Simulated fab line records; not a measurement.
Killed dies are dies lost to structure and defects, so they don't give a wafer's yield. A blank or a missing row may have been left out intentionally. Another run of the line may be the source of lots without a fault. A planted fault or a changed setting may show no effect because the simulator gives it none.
2 desks looking at one fault    flow berkeley-cmos170    each desk has only its own numbers; what lay behind them comes last

## METROLOGY DESK
Means of the sampled wafers that have a number, per lot and without regard to the tool the lot ran on: this is what the gauges read. Marked OUT: a lot whose mean sits more than 4 standard deviations from the usual mean, which makes it out of limits; the brackets give that distance.
Columns: A = PWELL_OVL at UCB170_PWELL_OVL_MEAS_13, usual 0 nm; B = PLDD_RS at UCB170_SDANNEAL_RS_MEAS_04, usual 1031.8 ohm/sq
lot   first seen here  A   B
L856  day 3 12:32      2   1028.0
L855  day 3 12:54      3   1034.5
L854  day 3 13:11      3   1034.3
L857  day 3 23:16      -8  1031.2
L859  day 4 08:29      -3  1082.1 (+21) OUT
L860  day 4 13:10      -4  1086.2 (+23) OUT
L869  day 6 11:34      -1  1034.6
L870  day 6 11:44      1   1030.3
L871  day 7 00:21      3   1034.9
L873  day 7 11:59      -3  1031.2
L874  day 7 12:13      2   1035.2
L875  day 7 20:18      0   1029.1
L877  day 8 07:41      7   1030.7
L876  day 8 07:57      2   1031.8
This desk's result: L859, L860 out of limits, first on L859 (PLDD_RS at UCB170_SDANNEAL_RS_MEAS_04), day 9 03:54. L856, L855, L854, L857, L869, L870, L871, L873, L874, L875, L877, L876: within limits.

## FOR THE TOOL OWNER'S DESK: implanter-01
UCB170_PLDD_IMPLANT_09, tool's own readings: per-lot mean of the sampled wafers with a number, covering each lot this tool ran. Marked OUT: a lot whose mean sits more than 4 standard deviations from the usual mean, which makes it out of limits; the brackets give that distance.
Columns: A = beam-energy-keV at UCB170_PLDD_IMPLANT_09, usual 10.000; B = dose-ions-cm2 at UCB170_PLDD_IMPLANT_09, usual 5e+13; C = faraday-current-uA at UCB170_PLDD_IMPLANT_09, usual 159
lot   first seen here  A       B                C
L855  day 7 11:01      10.002  5e+13            158
L857  day 7 23:23      10.003  5e+13            158
L859  day 8 11:23      10.002  4e+13 (-96) OUT  136 (-7.6) OUT
L860  day 8 14:53      10.001  4e+13 (-95) OUT  141 (-5.9) OUT
This desk's finding: out of limits on L859, L860; first on L859, day 8 11:23 (dose-ions-cm2 at UCB170_PLDD_IMPLANT_09). L855, L857: within limits.

## BROUGHT TOGETHER
The tool owner's desk had the chance to raise an alarm at day 8 11:23 on L859, L860.
Metrology desk: alarm possible at day 9 03:54 on L859, L860.
Every lot named ran UCB170_PLDD_IMPLANT_09 on implanter-01.

## WHAT WAS PUT IN BY THE SIMULATOR
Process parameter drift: implanter-01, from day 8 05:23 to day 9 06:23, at UCB170_PLDD_IMPLANT_09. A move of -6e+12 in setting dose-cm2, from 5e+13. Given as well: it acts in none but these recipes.
Shown lots that were struck: L859, L860.
Delay (hours) between the fault's onset and each desk's first out-of-limits reading: 6 at the tool owner's desk, 23 at the metrology desk.
